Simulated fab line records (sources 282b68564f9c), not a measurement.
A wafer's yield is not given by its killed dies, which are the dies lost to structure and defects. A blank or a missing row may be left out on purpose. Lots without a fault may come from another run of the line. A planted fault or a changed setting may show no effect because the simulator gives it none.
Which tool did it?    flow rit-cmos    15 lots, 45 wafers sampled, at 3 steps of a route of 202

WHAT THE GAUGES SHOWED, per wafer
RIT_SILICIDE_RS_MEAS_02: measures by four-point-probe. Usual: SILICIDE_TI_RS 50.4 ohm/sq, standard deviation 0.84.
lot   measured     on             SILICIDE_TI_RS (ohm/sq)  flag
L344  day 3 03:01  film-metro-03  50.3 50.4 49.8           
L345  day 3 12:05  film-metro-02  50.2 49.7 50.9           
L346  day 3 16:46  film-metro-03  50.5 50.9 50.3           
L347  day 3 20:17  film-metro-02  56.0 55.8 55.7           OFF
L349  day 4 07:59  film-metro-03  55.5 56.4 56.0           OFF
L351  day 4 14:44  film-metro-03  57.4 57.3 57.4           OFF
L352  day 4 19:47  film-metro-03  50.0 50.2 50.0           
L356  day 5 14:58  film-metro-03  50.2 49.9 49.7           
L358  day 6 01:19  film-metro-03  48.9 49.9 49.0           
L360  day 6 12:11  film-metro-03  49.3 49.6 49.5           
L361  day 6 15:34  film-metro-04  51.0 52.5 52.0           
L363  day 7 02:43  film-metro-02  49.1 49.2 49.5           
L364  day 7 07:16  film-metro-02  51.4 50.5 50.9           
L365  day 7 11:58  film-metro-04  50.1 49.6 49.8           
L366  day 7 16:36  film-metro-02  50.1 50.5 50.0           

RIT_SILICIDE_THK_MEAS_03: measures by xrf. Usual: SILICIDE_TI_THK 28.8 nm, standard deviation 0.41.
lot   measured     on             SILICIDE_TI_THK (nm)  flag
L344  day 3 03:08  film-metro-03  28.9 28.8 29.2        
L345  day 3 12:11  film-metro-02  28.7 29.0 28.4        
L346  day 3 16:52  film-metro-03  28.8 28.7 28.7        
L347  day 3 20:24  film-metro-02  26.3 26.4 26.4        OFF
L349  day 4 08:07  film-metro-03  26.7 26.2 26.3        OFF
L351  day 4 14:51  film-metro-03  25.8 26.0 26.0        OFF
L352  day 4 19:55  film-metro-03  29.1 28.8 29.0        
L356  day 5 15:05  film-metro-03  28.9 29.0 29.1        
L358  day 6 01:25  film-metro-03  29.5 29.0 29.5        
L360  day 6 12:18  film-metro-03  29.3 29.2 29.3        
L361  day 6 15:40  film-metro-04  28.4 27.8 28.0        
L363  day 7 02:50  film-metro-02  29.5 29.3 29.0        
L364  day 7 07:22  film-metro-02  28.3 28.6 28.6        
L365  day 7 12:05  film-metro-04  29.1 29.3 29.1        
L366  day 7 16:43  film-metro-02  28.9 28.7 29.0        

WHICH TOOL RAN EACH LOT (tool, then ch and the chambers of the sampled wafers, then the start)
lot   RIT_SILICIDE_SPUTTER_01
L344  pvd-sputter-03, day 3 02:52
L345  pvd-sputter-04, day 3 11:55
L346  pvd-sputter-03, day 3 16:34
L347  pvd-sputter-03, day 3 20:07
L349  pvd-sputter-03, day 4 07:50
L351  pvd-sputter-03, day 4 14:35
L352  pvd-sputter-02, day 4 19:38
L356  pvd-sputter-02, day 5 14:49
L358  pvd-sputter-02, day 6 01:08
L360  pvd-sputter-02, day 6 12:02
L361  pvd-sputter-04, day 6 15:23
L363  pvd-sputter-02, day 7 02:34
L364  pvd-sputter-03, day 7 07:05
L365  pvd-sputter-02, day 7 11:49
L366  pvd-sputter-03, day 7 16:27
- RIT_SILICIDE_SPUTTER_01: material Ti, target thk 30 nm, time 231.4 s.

AS READ BY THE TOOLS THEMSELVES (means over the sampled wafers that have a number; for cases with no such wafer, the mark the record gives instead)
RIT_SILICIDE_SPUTTER_01. Usual: cathode-dc-power-W 350.00 W, standard deviation 0.071; throttle-valve-pct 30.3 %, standard deviation 0.8.
lot   tool            cathode-dc-power-W (W)  throttle-valve-pct (%)  flag
L344  pvd-sputter-03  349.94                  29.5                    
L345  pvd-sputter-04  350.04                  30.5                    
L346  pvd-sputter-03  349.96                  29.8                    
L347  pvd-sputter-03  323.01                  30.1                    OFF
L349  pvd-sputter-03  323.01                  29.6                    OFF
L351  pvd-sputter-03  323.00                  29.9                    OFF
L352  pvd-sputter-02  350.02                  31.2                    
L356  pvd-sputter-02  349.99                  30.2                    
L358  pvd-sputter-02  349.99                  30.5                    
L360  pvd-sputter-02  350.03                  30.6                    
L361  pvd-sputter-04  349.93                  30.2                    
L363  pvd-sputter-02  350.02                  31.1                    
L364  pvd-sputter-03  350.03                  30.1                    
L365  pvd-sputter-02  349.97                  30.5                    
L366  pvd-sputter-03  350.05                  29.9                    

THE ANSWER, worked out from the rows above alone
Rule: a lot is off if the mean of its wafers that have a number lies more than 3 standard deviations from the usual mean. A lot without any number at a reading at which 4 lots or more have one is off too. All remaining lots with rows at the step are treated as sound. Order of review: gauges by route order, followed by the tools' own readings, for which a lot's mean as printed above is used. The first step at which some lot is off is used, and at that step the reading that is off furthest; a lot without a number counts as furthest.
Off: L347, L349, L351, at RIT_SILICIDE_RS_MEAS_02 (SILICIDE_TI_RS).
A tool fits if, at a process step before that reading, it ran every lot that is off, and no sound lot after the first of them. The gauges at RIT_SILICIDE_RS_MEAS_02 aren't tried: what is off there is off at RIT_SILICIDE_SPUTTER_01 too, on other tools, and a gauge's error can't cause that. Of those tried, none fits.

WHAT THE SIMULATOR HAD INSERTED
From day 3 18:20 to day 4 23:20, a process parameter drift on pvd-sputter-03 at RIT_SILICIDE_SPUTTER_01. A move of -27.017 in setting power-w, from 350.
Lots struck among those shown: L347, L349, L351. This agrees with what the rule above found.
